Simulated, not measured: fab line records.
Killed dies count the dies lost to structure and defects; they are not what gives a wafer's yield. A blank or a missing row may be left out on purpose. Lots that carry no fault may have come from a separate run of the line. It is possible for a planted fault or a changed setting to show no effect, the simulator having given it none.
Split-lot experiment    flow berkeleyCmos170    5 lots, 23 wafers read, on a route of 331 steps

## THE SPLIT ITSELF
At UCB170_GATE_CVD_04 (deposits poly-Si from SiH4, time 1440 s, target thk 214 nm), the setting pressureMtorr was moved away from the recipe's 375 mTorr on 20 of the 23 wafers read, by -7.6% to +11.8%. The other wafers ran this setting at the recipe's value.

Split to reading: the file shows no intervening step.

## THE READING
Values of GATE_POLY_THK in nm from UCB170_GATE_THK_MEAS_05. Typical for fault-free wafers on this fab line: 212.9 nm, with standard deviation 1.4 nm.

wafer   tool, chamber at the split  pressureMtorr as run, mTorr  against the recipe  GATE_POLY_THK, nm  against lot-mates on the recipe
L075.2  -, -                        419.4                        +11.8%              228.0              no lot-mate on the recipe
L075.3  -, -                        419.4                        +11.8%              228.1              no lot-mate on the recipe
L075.4  -, -                        419.4                        +11.8%              229.1              no lot-mate on the recipe
L075.5  -, -                        419.4                        +11.8%              227.3              no lot-mate on the recipe
L075.6  -, -                        419.4                        +11.8%              227.6              no lot-mate on the recipe
L081.1  -, -                        348.4                        -7.1%               204.5              no lot-mate on the recipe
L081.2  -, -                        348.4                        -7.1%               206.3              no lot-mate on the recipe
L081.3  -, -                        348.4                        -7.1%               204.5              no lot-mate on the recipe
L081.4  -, -                        348.4                        -7.1%               204.2              no lot-mate on the recipe
L081.5  -, -                        348.4                        -7.1%               205.7              no lot-mate on the recipe
L080.2  -, -                        346.5                        -7.6%               204.9              no lot-mate on the recipe
L080.3  -, -                        346.5                        -7.6%               203.4              no lot-mate on the recipe
L080.4  -, -                        346.5                        -7.6%               203.4              no lot-mate on the recipe
L080.5  -, -                        346.5                        -7.6%               205.5              no lot-mate on the recipe
L080.6  -, -                        346.5                        -7.6%               205.6              no lot-mate on the recipe
L084.1  lpcvd-01, 1                 375                          recipe              214.3              -
L084.4  lpcvd-01, 1                 375                          recipe              212.8              -
L084.5  lpcvd-01, 1                 375                          recipe              213.9              -
L085.1  -, -                        413.6                        +10.3%              222.9              no lot-mate on the recipe
L085.2  -, -                        413.6                        +10.3%              223.4              no lot-mate on the recipe
L085.3  -, -                        413.6                        +10.3%              222.3              no lot-mate on the recipe
L085.4  -, -                        413.6                        +10.3%              222.0              no lot-mate on the recipe
L085.6  -, -                        413.6                        +10.3%              222.4              no lot-mate on the recipe

THE FIT
A straight line over all 23 wafers: GATE_POLY_THK changes by +1.12 nm for each +1% of pressureMtorr; r = +0.99; the points scatter about the line by 1.5 nm.
Too few moved wafers have a lot-mate on the recipe to fit a line with each lot's own level taken away.

## THE WHOLE CHAIN: every reading that the file lists as answering this split, in the file's order
step                     what it does                                                                  reading                                                                        change (the file's fit)               r (the file's)
UCB170_GATE_CVD_04       deposits poly-Si from SiH4, time 1440 s, target thk 214 nm                    poly-Si_of_GATE_CVD_04.thkNm (the simulator's own value, which no gauge read)  +1.12 nm for each +1% of the setting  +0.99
UCB170_GATE_THK_MEAS_05                                                                                GATE_POLY_THK                                                                  +1.12 for each +1% of the setting     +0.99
UCB170_GATE_ETCH_15      etches poly-Si in HBr/Cl2, stops on SiO2, time 56.3 s, target depth 278.2 nm  GATE.featureDepthNm (the simulator's own value, which no gauge read)           +1.12 nm for each +1% of the setting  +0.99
UCB170_GATE_ETCH_15      etches poly-Si in HBr/Cl2, stops on SiO2, time 56.3 s, target depth 278.2 nm  etch.depthNm (the simulator's own value, which no gauge read)                  +1.13 nm for each +1% of the setting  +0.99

## THE FILE'S OWN FIT
GATE_POLY_THK changes by +1.12 nm for each +1% of pressureMtorr, r = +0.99.
